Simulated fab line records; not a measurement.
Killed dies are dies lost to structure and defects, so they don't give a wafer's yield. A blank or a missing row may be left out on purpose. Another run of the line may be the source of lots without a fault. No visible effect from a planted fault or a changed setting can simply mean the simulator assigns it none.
Which tool was responsible? | flow berkeleyCmos170 | Sampling: 14 lots, 42 wafers, 3 of 331 route steps

== WHAT THE GAUGES READ, wafer by wafer ==
UCB170_M1_OVL_MEAS_10. Usual: M1_OVL 3 nm, standard deviation 6.7.
lot  | measured     | on         | M1_OVL (nm) | flag
L519 | day 8 05:08  | overlay-01 | 1 7 -9      | 
L518 | day 8 05:17  | overlay-02 | 10 13 11    | 
L520 | day 8 18:16  | overlay-01 | -20 -6 -6   | 
L521 | day 8 19:44  | overlay-02 | 3 -11 -4    | 
L523 | day 9 04:03  | overlay-01 | 1 1 -11     | 
L522 | day 9 04:25  | overlay-02 | 9 3 3       | 
L524 | day 9 04:56  | overlay-01 | -4 -4 2     | 
L527 | day 10 03:15 | overlay-02 | 22 13 14    | 
L525 | day 10 04:40 | overlay-02 | -5 -2 7     | 
L529 | day 10 11:52 | overlay-02 | 7 13 11     | 
L528 | day 10 13:05 | overlay-01 | 13 12 7     | 
L531 | day 11 04:25 | overlay-01 | 7 16 11     | 
L533 | day 11 14:00 | overlay-02 | -5 11 -3    | 
L540 | day 13 01:07 | overlay-01 | 3 4 6       | 

== EACH LOT AND THE TOOL THAT RAN IT (in order: tool; ch and the chambers of the sampled wafers; start) ==
lot  | UCB170_CONTACT_RTA_08           | UCB170_M1_SPUTTER_00
L519 | rtpAnneal-01 ch 0, day 8 01:56  | pvdSputter-03, day 8 03:42
L518 | rtpAnneal-01 ch 0, day 8 02:01  | pvdSputter-04, day 8 03:57
L520 | rtpAnneal-01 ch 0, day 8 14:22  | pvdSputter-03, day 8 16:22
L521 | rtpAnneal-01 ch 0, day 8 16:13  | pvdSputter-02, day 8 18:08
L523 | rtpAnneal-01 ch 0, day 9 01:13  | pvdSputter-03, day 9 02:51
L522 | rtpAnneal-01 ch 0, day 9 01:17  | pvdSputter-02, day 9 03:05
L524 | rtpAnneal-01 ch 0, day 9 01:24  | pvdSputter-04, day 9 03:23
L527 | rtpAnneal-01 ch 0, day 9 23:37  | pvdSputter-02, day 10 01:23
L525 | rtpAnneal-01 ch 0, day 10 01:10 | pvdSputter-03, day 10 03:16
L529 | rtpAnneal-01 ch 0, day 10 07:58 | pvdSputter-03, day 10 10:20
L528 | rtpAnneal-01 ch 0, day 10 10:01 | pvdSputter-04, day 10 11:47
L531 | rtpAnneal-01 ch 0, day 11 00:49 | pvdSputter-02, day 11 02:54
L533 | rtpAnneal-01 ch 0, day 11 10:33 | pvdSputter-03, day 11 12:18
L540 | rtpAnneal-01 ch 0, day 12 20:29 | pvdSputter-02, day 12 23:23
- UCB170_CONTACT_RTA_08: time 10 s.
- UCB170_M1_SPUTTER_00: material Al, target thk 600 nm, time 80 s.

== WHAT THE TOOLS THEMSELVES READ (means of the sampled wafers that have a number; where no wafer has one, the mark that the record gives instead) ==
UCB170_CONTACT_RTA_08. Usual: lampPowerPct 22.6 %, standard deviation 1.4; wafer_temp_C_max 903.6, standard deviation 0.87.
lot  | tool         | lampPowerPct (%) | wafer_temp_C_max | flag
L519 | rtpAnneal-01 | 22.0             | 903.4            | 
L518 | rtpAnneal-01 | 22.0             | 904.3            | 
L520 | rtpAnneal-01 | 22.0             | 903.8            | 
L521 | rtpAnneal-01 | 22.0             | 903.3            | 
L523 | rtpAnneal-01 | 22.0             | 903.6            | 
L522 | rtpAnneal-01 | 22.0             | 904.1            | 
L524 | rtpAnneal-01 | 22.0             | 903.4            | 
L527 | rtpAnneal-01 | 22.0             | 903.2            | 
L525 | rtpAnneal-01 | 22.0             | 903.0            | 
L529 | rtpAnneal-01 | 22.0             | 903.9            | 
L528 | rtpAnneal-01 | 22.0             | 903.1            | 
L531 | rtpAnneal-01 | 22.0             | 903.8            | 
L533 | rtpAnneal-01 | 22.0             | 903.3            | 
L540 | rtpAnneal-01 | 22.0             | 903.6            | 

UCB170_M1_SPUTTER_00. Usual: throttleValvePct reads 30.2 % (standard deviation 1.3).
lot  | tool          | throttleValvePct (%) | flag
L519 | pvdSputter-03 | 29.5                 | 
L518 | pvdSputter-04 | 30.3                 | 
L520 | pvdSputter-03 | 31.3                 | 
L521 | pvdSputter-02 | 30.7                 | 
L523 | pvdSputter-03 | 30.4                 | 
L522 | pvdSputter-02 | 30.6                 | 
L524 | pvdSputter-04 | 30.3                 | 
L527 | pvdSputter-02 | 30.3                 | 
L525 | pvdSputter-03 | 30.3                 | 
L529 | pvdSputter-03 | 28.9                 | 
L528 | pvdSputter-04 | 30.7                 | 
L531 | pvdSputter-02 | 31.1                 | 
L533 | pvdSputter-03 | 28.0                 | 
L540 | pvdSputter-02 | 30.6                 | 

== THE ANSWER, worked out from the rows above alone ==
Rule: take the mean of a lot's wafers that have a number; if it is more than 3 standard deviations from the usual mean, the lot is off. Also off: a lot with no number at a reading for which 4 or more lots have one. Where the step has rows for the other lots, those lots are counted as sound. After the gauges, taken in route order, come the tools' own readings; for these a lot's mean is taken, as printed above. At the first step where some lot is off, the reading lying furthest off is the one used; lots without a number count as furthest.
Nothing can be told from this: no lot is off at any reading shown.

== WHAT WAS PUT IN BY THE SIMULATOR ==
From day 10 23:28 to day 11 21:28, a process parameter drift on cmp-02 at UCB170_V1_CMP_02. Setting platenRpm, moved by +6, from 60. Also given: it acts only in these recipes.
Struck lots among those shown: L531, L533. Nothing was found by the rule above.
